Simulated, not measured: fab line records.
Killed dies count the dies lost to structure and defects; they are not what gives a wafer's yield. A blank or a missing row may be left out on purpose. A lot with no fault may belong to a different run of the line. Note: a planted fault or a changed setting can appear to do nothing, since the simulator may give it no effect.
Lot-split experiment	flow berkeley-cmos170	23 wafers read across 5 lots, on a route 331 steps long

## THE SPLIT
At UCB170_PWELL_CVD_05 (deposits Si3N4 from SiH2Cl2/NH3, target thk 220 nm, time 3300 s), the setting pressure-mtorr was moved away from the recipe's 200 mTorr on 20 of the 23 wafers read, by -14.7% to +12.2%. All remaining wafers had this setting at the recipe value.

The file shows no step between the split and the reading.

## THE READING
At UCB170_PWELL_THK_MEAS_06: PWELL_NITRIDE_THK, given in nm. Typical for fault-free wafers on this fab line: 220.4 nm, with standard deviation 2 nm.

wafer	tool, chamber at the split	pressure-mtorr as run, mTorr	against the recipe	PWELL_NITRIDE_THK, nm	against lot-mates on the recipe
L077.1	lpcvd-01, 1	200	recipe	221.6	-
L077.3	lpcvd-01, 1	200	recipe	219.5	-
L077.6	lpcvd-01, 1	200	recipe	220.2	-
L078.1	-, -	170.7	-14.7%	210.7	no lot-mate on the recipe
L078.2	-, -	170.7	-14.7%	210.9	no lot-mate on the recipe
L078.3	-, -	170.7	-14.7%	210.2	no lot-mate on the recipe
L078.5	-, -	170.7	-14.7%	208.6	no lot-mate on the recipe
L078.6	-, -	170.7	-14.7%	209.8	no lot-mate on the recipe
L079.1	-, -	219.8	+9.9%	224.5	no lot-mate on the recipe
L079.2	-, -	219.8	+9.9%	224.9	no lot-mate on the recipe
L079.3	-, -	219.8	+9.9%	224.2	no lot-mate on the recipe
L079.4	-, -	219.8	+9.9%	223.2	no lot-mate on the recipe
L079.6	-, -	219.8	+9.9%	224.4	no lot-mate on the recipe
L081.1	-, -	220.3	+10.2%	228.0	no lot-mate on the recipe
L081.3	-, -	220.3	+10.2%	226.7	no lot-mate on the recipe
L081.4	-, -	220.3	+10.2%	228.4	no lot-mate on the recipe
L081.5	-, -	220.3	+10.2%	226.7	no lot-mate on the recipe
L081.6	-, -	220.3	+10.2%	227.3	no lot-mate on the recipe
L083.1	-, -	224.3	+12.2%	229.7	no lot-mate on the recipe
L083.3	-, -	224.3	+12.2%	232.1	no lot-mate on the recipe
L083.4	-, -	224.3	+12.2%	231.6	no lot-mate on the recipe
L083.5	-, -	224.3	+12.2%	231.3	no lot-mate on the recipe
L083.6	-, -	224.3	+12.2%	229.5	no lot-mate on the recipe

FIT RESULTS
A straight line over all 23 wafers: PWELL_NITRIDE_THK changes by +0.697 nm for each +1% of pressure-mtorr; r = +0.97; the points scatter about the line by 1.9 nm.
Too few moved wafers with a lot-mate on the recipe to fit a line net of each lot's own level.

## THE WHOLE CHAIN: every reading that the file lists as answering this split, in the file's order
step	what it does	reading	change (the file's fit)	r (the file's)
UCB170_PWELL_CVD_05	deposits Si3N4 from SiH2Cl2/NH3, target thk 220 nm, time 3300 s	Si3N4_of_PWELL_CVD_05.thk-nm (the simulator's own value, which no gauge read)	+0.7 nm for each +1% of the setting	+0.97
UCB170_PWELL_THK_MEAS_06		PWELL_NITRIDE_THK	+0.697 for each +1% of the setting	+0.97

## THE FILE'S OWN FIT
PWELL_NITRIDE_THK changes by +0.697 nm for each +1% of pressure-mtorr, r = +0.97.
